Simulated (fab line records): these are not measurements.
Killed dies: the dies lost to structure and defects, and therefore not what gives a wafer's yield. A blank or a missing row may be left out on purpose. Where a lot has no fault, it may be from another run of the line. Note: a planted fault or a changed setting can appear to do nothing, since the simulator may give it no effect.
Comparing a struck lot with a sound one	flow berkeley_cmos170	15 steps out of a route of 331
Sound: these wafers, L735.1, L735.4, L735.5. Struck: wafers L741.2, L741.6 (left out: L741.5, a lot-mate that was not struck); the cause follows at the end.
At each step with rows: each side's tool, then ch and its chambers, then its first start. Under that, the readings that differ: sound wafers	struck wafers	difference of the means	sigmas: that difference in standard deviations of wafers without a fault.
alike: readings with means less than 2 such deviations apart, plus words and numbers identical on both sides. not compared: withheld readings, readings lacking a value on some wafer, bounds such as >300 that could conceal the same value, and numbers that have no deviation in the record and whose values overlap.
Wherever a step has rows on one side only, a row that says differs or no value, or a row with sigmas, the two part there. Numbers that have no deviation but don't overlap get no sigmas and don't part them. A reading that every wafer of one side lacks parts them only if that side has two wafers or more.

UCB170_START_BOW_MEAS_00:
  struck on film_metro-03, day 4 18:01; sound on film_metro-02, day 3 12:00
  alike: INCOMING_BOW
then, 2 steps without rows for these wafers: UCB170_START_CLEAN_01 (cleans in dHF, time 60 s); UCB170_START_OXIDATION_02 (target thk 20 nm, ox time 1800 s).
UCB170_START_THK_MEAS_03:
  struck on film_metro-02, day 4 23:57; sound on film_metro-02, day 3 19:18
reading	sound	struck	difference	sigmas
START_OXIDE_THK (nm)	19.7 19.6 19.5	20.6 20.3	+0.9	+2
then, 7 steps without rows for these wafers: UCB170_START_ANNEAL_04 (time 1200 s); UCB170_ZERO_HMDS_00 (prime time 60 s); UCB170_ZERO_COAT_01 (resist thk 900 nm); UCB170_ZERO_SOFTBAKE_02 (time 60 s); UCB170_ZERO_EXPOSE_03 (exposes mask PM MARKS, target cd 4000 nm); UCB170_ZERO_PEB_04; UCB170_ZERO_DEVELOP_05 (develop time 45 s).
UCB170_ZERO_ETCH_06: etches SiO2 in CHF3/CF4/Ar, time 12 s.
  sound on rie_diel-03 ch 0,3, day 4 03:11; struck on rie_diel-02 ch 0,2, day 5 06:02
reading	sound	struck	difference	sigmas
oes_product_au (a.u.)	0.630 0.629 0.640	0.614 0.600	-0.026	-2
  alike: chamber_pressure_mTorr, drypump_motor_current_A, throttle_valve_pct
  not compared: rf_hours_counter_h
UCB170_ZERO_STRIP_07: strips in O2.
  sound on plasma_asher-01 ch 0,1, day 4 03:13; struck on plasma_asher-01 ch 0, day 5 06:03
reading	sound	struck	difference	sigmas
o2_flow_sccm (sccm)	399.2 400.8 399.1	200.2 198.7	-200.2	-99 or more
oes_product_au (a.u.)	0.734 0.727 0.728	0.668 0.664	-0.064	-13
strip_time_to_endpoint_s (s)	21.56 21.52 21.43	24.51 24.53	+3.02	+54
  alike: chamber_pressure_mTorr, drypump_motor_current_A
  not compared: rf_hours_counter_h
then, 2 steps without rows for these wafers: UCB170_NWELL_WET_ETCH_00 (etches SiO2 in dHF, time 200 s); UCB170_M3_PROBE_99.

== WHERE THEY PART ==
Last at UCB170_ZERO_STRIP_07 as far as this record goes, first at UCB170_START_THK_MEAS_03.

WHY: whatever the simulator had introduced
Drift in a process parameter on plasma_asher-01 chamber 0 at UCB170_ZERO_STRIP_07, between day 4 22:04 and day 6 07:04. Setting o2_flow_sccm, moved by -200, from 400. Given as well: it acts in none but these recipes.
